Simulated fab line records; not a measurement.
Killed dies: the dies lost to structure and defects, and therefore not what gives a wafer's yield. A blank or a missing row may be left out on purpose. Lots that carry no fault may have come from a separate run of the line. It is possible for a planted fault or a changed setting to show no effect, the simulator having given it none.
Struck lot and sound lot, side by side :: flow berkeley cmos170 :: 15 steps out of a route of 331
Sound: these wafers, L345.2, L345.3, L345.6. The struck wafers were L352.2, L352.3, L352.4. The cause is given at the end.
At each step with rows: each side's tool, then ch and its chambers, then its first start. Under that, the readings that differ: sound wafers :: struck wafers :: difference of the means :: sigmas: that difference in standard deviations of wafers without a fault.
alike: same words and numbers on both sides, and readings whose means sit less than 2 such deviations apart. not compared: any withheld reading, any reading some wafer has no value for, any bound like >300 that may hide the same value, and any number with overlapping values for which the record gives no deviation.
The two part at a step that has a row with sigmas, a row that says differs or no value, or rows on one side only. When numbers do not overlap yet have no deviation, they are printed without sigmas and do not part them. A reading missing from all wafers of one side parts the sides only when that side holds two or more wafers.

UCB170_NWELL_THK_MEAS_02:
  struck on film metro-01, day 5 19:42; sound on film metro-04, day 4 16:19
  alike: NWELL_OXIDE_THK
then, 2 steps without rows for these wafers: UCB170_NWELL_ANNEAL_03 (time 900 s); UCB170_NWELL_CVD_04 (deposits Si3N4 from SiH2Cl2/NH3, target thk 224 nm, time 3212 s).
UCB170_NWELL_THK_MEAS_05:
  struck on film metro-04, day 6 01:33; sound on film metro-04, day 4 23:10
  alike: NWELL_NITRIDE_THK
then, 6 steps without rows for these wafers: UCB170_NWELL_HMDS_06 (prime time 60 s); UCB170_NWELL_COAT_07 (resist thk 900 nm); UCB170_NWELL_SOFTBAKE_08 (time 60 s); UCB170_NWELL_EXPOSE_09 (exposes mask NWELL, target cd 3000 nm); UCB170_NWELL_PEB_10; UCB170_NWELL_DEVELOP_11 (develop time 45 s).
UCB170_NWELL_OVL_MEAS_12:
  struck on overlay-02, day 6 03:10; sound on overlay-01, day 5 00:11
  alike: NWELL_OVL
UCB170_NWELL_ETCH_13: etches Si3N4 in CH3F/Ar/O2, stops on SiO2, target depth 246.4 nm, time 154 s.
  sound on rie diel-01 ch 0,1, day 5 00:13; struck on rie diel-03 ch 1,2,3, day 6 03:11
  alike: drypump motor current A, oes product au, throttle valve pct
  not compared: rf hours counter h
UCB170_NWELL_IMPLANT_14:
  sound on implanter-03 ch 0, day 5 00:20; struck on implanter-03 ch 0, day 6 03:19
reading: beam energy keV
sound: 150.03 149.98 149.97
struck: 142.59 142.65 142.65
difference: -7.36
sigmas: -99 or more

reading: model.implant.rp nm (nm)
sound: 179.9 179.9 179.9
struck: 177.3 177.3 177.3
difference: -2.6
sigmas: 

reading: model.implant.drp nm (nm)
sound: 62.72 62.72 62.72
struck: 60.3 60.3 60.3
difference: -2.4
sigmas: 
UCB170_NWELL_STRIP_15: strips in O2.
  sound on plasma asher-04 ch 0,1, day 5 00:28; struck on plasma asher-03 ch 0,1, day 6 03:26
  alike: drypump motor current A, oes product au, strip time to endpoint s
  not compared: rf hours counter h
then, 1 step without rows for these wafers: UCB170_M3_PROBE_99.

## WHERE THEY PART
Only at UCB170_NWELL_IMPLANT_14, as far as this record shows. Later steps at which nothing parts them and some readings are alike: UCB170_NWELL_STRIP_15.

WHY: what the simulator had put in
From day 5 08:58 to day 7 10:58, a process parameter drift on implanter-03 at UCB170_NWELL_IMPLANT_14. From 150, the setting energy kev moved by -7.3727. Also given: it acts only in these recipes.
